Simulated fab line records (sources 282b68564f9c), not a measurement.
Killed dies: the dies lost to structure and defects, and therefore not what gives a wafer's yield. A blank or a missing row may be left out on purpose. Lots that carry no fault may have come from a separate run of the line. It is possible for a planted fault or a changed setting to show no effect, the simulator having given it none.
What tool caused it? + flow rit-cmos + Sampling: 13 lots, 38 wafers, 2 of 202 route steps

WHAT THE GAUGES READ, wafer by wafer
RIT_CONTACT_CD_MEAS_08: the cd target is 1000 nm.
| lot  | measured    | on        | cd-nm (nm)                                |
|------|-------------|-----------|-------------------------------------------|
| L697 | day 3 03:46 | cd-sem-01 | 1001.7 1000.3 1001.3                      |
| L698 | day 3 07:50 | cd-sem-02 | 1000.6 1000.8 999.7                       |
| L699 | day 3 14:42 | cd-sem-01 | 996.0 996.8 997.5                         |
| L700 | day 3 20:59 | cd-sem-01 | 1001.4 1001.9 1000.5                      |
| L706 | day 5 00:29 | cd-sem-01 | 1000.8 999.4 997.8                        |
| L707 | day 5 06:04 | cd-sem-02 | 1015.6 1014.4 1014.9 1015.1 1014.0 1015.4 |
| L702 | day 5 18:48 | cd-sem-02 | 1013.1 1013.6                             |
| L711 | day 6 02:15 | cd-sem-02 | 999.9 1000.0 999.9                        |
| L712 | day 6 09:22 | cd-sem-01 | 1004.1 1002.7 1002.7                      |
| L714 | day 6 17:44 | cd-sem-02 | 997.8 998.0 998.9                         |
| L715 | day 6 23:02 | cd-sem-02 | 1000.7 1001.2 1001.0                      |
| L719 | day 7 18:02 | cd-sem-01 | 1000.8 1001.2 999.7                       |
| L720 | day 7 23:33 | cd-sem-01 | 1003.6 1003.4 1003.4                      |

EACH LOT AND THE TOOL THAT RAN IT (in order: tool; ch and the chambers of the sampled wafers; start)
| lot  | RIT_CONTACT_DEVELOP_07           |
|------|----------------------------------|
| L697 | litho-track-01 ch 0, day 3 03:00 |
| L698 | litho-track-02 ch 0, day 3 07:00 |
| L699 | litho-track-02 ch 0, day 3 14:00 |
| L700 | litho-track-01 ch 0, day 3 20:00 |
| L706 | litho-track-01 ch 0, day 5 00:00 |
| L707 | litho-track-02 ch 0, day 5 05:00 |
| L702 | litho-track-02 ch 0, day 5 18:00 |
| L711 | litho-track-03 ch 0, day 6 02:00 |
| L712 | litho-track-01 ch 0, day 6 09:00 |
| L714 | litho-track-01 ch 0, day 6 17:00 |
| L715 | litho-track-03 ch 0, day 6 22:00 |
| L719 | litho-track-03 ch 0, day 7 17:00 |
| L720 | litho-track-01 ch 0, day 7 23:00 |
- RIT_CONTACT_DEVELOP_07: develop time 120 s.

WHAT THE TOOLS THEMSELVES READ (means of the sampled wafers that have a number; where no wafer has one, the mark that the record gives instead)
RIT_CONTACT_DEVELOP_07.
| lot  | tool           | developer-temp-C (C) |
|------|----------------|----------------------|
| L697 | litho-track-01 | 22.93                |
| L698 | litho-track-02 | 23.08                |
| L699 | litho-track-02 | 23.11                |
| L700 | litho-track-01 | 22.92                |
| L706 | litho-track-01 | 22.97                |
| L707 | litho-track-02 | 20.82                |
| L702 | litho-track-02 | 20.54                |
| L711 | litho-track-03 | 22.83                |
| L712 | litho-track-01 | 23.00                |
| L714 | litho-track-01 | 23.02                |
| L715 | litho-track-03 | 23.02                |
| L719 | litho-track-03 | 22.97                |
| L720 | litho-track-01 | 23.08                |

THE ANSWER, worked out from the rows above alone
Rule: usual is defined by the lots themselves. The widest of any qualifying gaps counts: lots, ordered by their means at a reading, are off when they make up no more than a third of the lots, leave a main group of 4 or more, and stand apart from it by 3 or more times the standard deviation of that group's means. The tables above print the reading to a certain number of digits; a main group whose means all agree to those digits is not used. A lot without any number at a reading at which 4 lots or more have one is off too. Any other lot the step has rows for is counted as sound. Order of review: gauges by route order, followed by the tools' own readings, for which a lot's mean as printed above is used. The first step at which some lot is off is used, and at that step the reading that is off furthest; a lot without a number counts as furthest.
Off: L707, L702, at RIT_CONTACT_CD_MEAS_08 (cd-nm). Mean 1000.5 nm and standard deviation 1.9 in the main group.
If a tool, at a process step before that reading, ran all the lots that are off and no sound lot after the first of them, it fits. The gauges at RIT_CONTACT_CD_MEAS_08 aren't tried: what is off there is off at RIT_CONTACT_DEVELOP_07 too, on other tools, and a gauge's error can't cause that. One candidate fits, namely litho-track-02 at RIT_CONTACT_DEVELOP_07. A fault onset in the window from L699 (day 3 14:00, its last sound lot) to L707 (day 5 05:00, its first lot off) fits.
The tool's own readings at RIT_CONTACT_DEVELOP_07 bear it out: on the lots that are off they differ by more than 5 times the standard deviation of the sound lots' means. developer-temp-C reads 20.68 C there against 22.99 C on the sound lots.

WHAT THE SIMULATOR PUT IN
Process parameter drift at RIT_CONTACT_DEVELOP_07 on litho-track-02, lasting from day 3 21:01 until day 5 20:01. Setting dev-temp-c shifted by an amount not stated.
Struck lots among those shown: L707, L702. The rule above reached the same finding.
